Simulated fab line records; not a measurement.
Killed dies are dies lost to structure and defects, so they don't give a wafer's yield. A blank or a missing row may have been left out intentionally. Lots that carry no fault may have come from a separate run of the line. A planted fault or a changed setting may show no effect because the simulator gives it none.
Problem report in the 8D (eight disciplines) form, filled by code | flow berkeleyCmos170 | the parts of the form that need people (team, actions taken, sign-off) are left out

== 1. WHAT IS WRONG ==
Wafers without a fault read 3501 mTorr with a standard deviation of 8.9, while chamberPressureMTorr at UCB170_PSD_STRIP_09 averages 4202 mTorr across 2 wafers of 1 lot. Measured from the usual mean, that is +79 standard deviations.
The step: strips in O2.
Earliest sighting: wafer L217.3 on plasmaAsher-03 at day 9 21:10. At this step, 39 wafers from 13 lots have a number in the record. Rule for "out" (also "out of limits"): further than 4 standard deviations from the usual mean. Any other wafer with a number is counted as sound.

== 2. WHAT IT IS, WHAT IT ISN'T ==
question                    | is                   | is not
which readings at this step | chamberPressureMTorr | drypumpMotorCurrentA, oesProductAu, stripTimeToEndpointS
which lots                  | L217                 | L206, L207, L208, L218, L220, L221, L222, L224, L225, L226, L228, L229
which wafers of those lots  | L217.3, L217.6       | L217.2
read on which tools         | plasmaAsher-03       | plasmaAsher-01, plasmaAsher-04
when                        | from day 9 21:10     | up to then (10 sound wafers); but 27 sound wafers of L218, L220, L221, L222, L224, L225, L226, L228, L229 came after

== 3. THE SUSPECTS, EACH WITH WHAT RULES IT OUT ==
Counting: a tool at a process step up to the reading stays a suspect if it ran every lot that is out. Sound lots after the first of them don't rule it out here, since some wafers of a struck lot are sound.
- plasmaAsher-03 at UCB170_PSD_STRIP_09 (strips in O2): kept. L217, the lot that is out, went through it at day 9 21:10; up to then, the latest sound lot through it was L208 at day 8 13:07. Out on those wafers are its own readings of chamberPressureMTorr.
- Within plasmaAsher-03 at UCB170_PSD_STRIP_09, the wafers that are out were processed in chamber 0 and their sound lot-mates in chamber 1.
Left after counting: plasmaAsher-03 at UCB170_PSD_STRIP_09.

== 4. THE CAUSE (what the simulator had put in) ==
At UCB170_PSD_STRIP_09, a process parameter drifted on plasmaAsher-03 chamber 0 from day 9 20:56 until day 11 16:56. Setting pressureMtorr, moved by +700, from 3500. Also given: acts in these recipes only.
The count eliminated every tool but this one.

== 5. SEQUENCE OF EFFECTS, ordered by route ==
Each row: a reading whose mean over the struck wafers that have a number lies more than 3 standard deviations from the usual. Readings are gone through only where the record gives a usual standard deviation; hours: the median, over the lots, of the time from a lot's start at the first step in this table giving one to that lot's start at this step; sigmas: the change measured in usual standard deviations.
hours | step                | reading              | usual      | on struck wafers | change | sigmas
0     | UCB170_PSD_STRIP_09 | chamberPressureMTorr | 3501 mTorr | 4202             | +700   | +79
Its process steps:
- UCB170_PSD_STRIP_09: strips in O2.
Later measuring or inspecting steps at which every struck wafer that the step has a row for has a number for every such reading, and none has moved that far: UCB170_CONTACT_CD_MEAS_15.

== 6. WHAT WOULD HAVE CAUGHT IT SOONER ==
0 hours passed between the start of the fault at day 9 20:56 and the first reading out of limits in this record, taken at day 9 21:10.
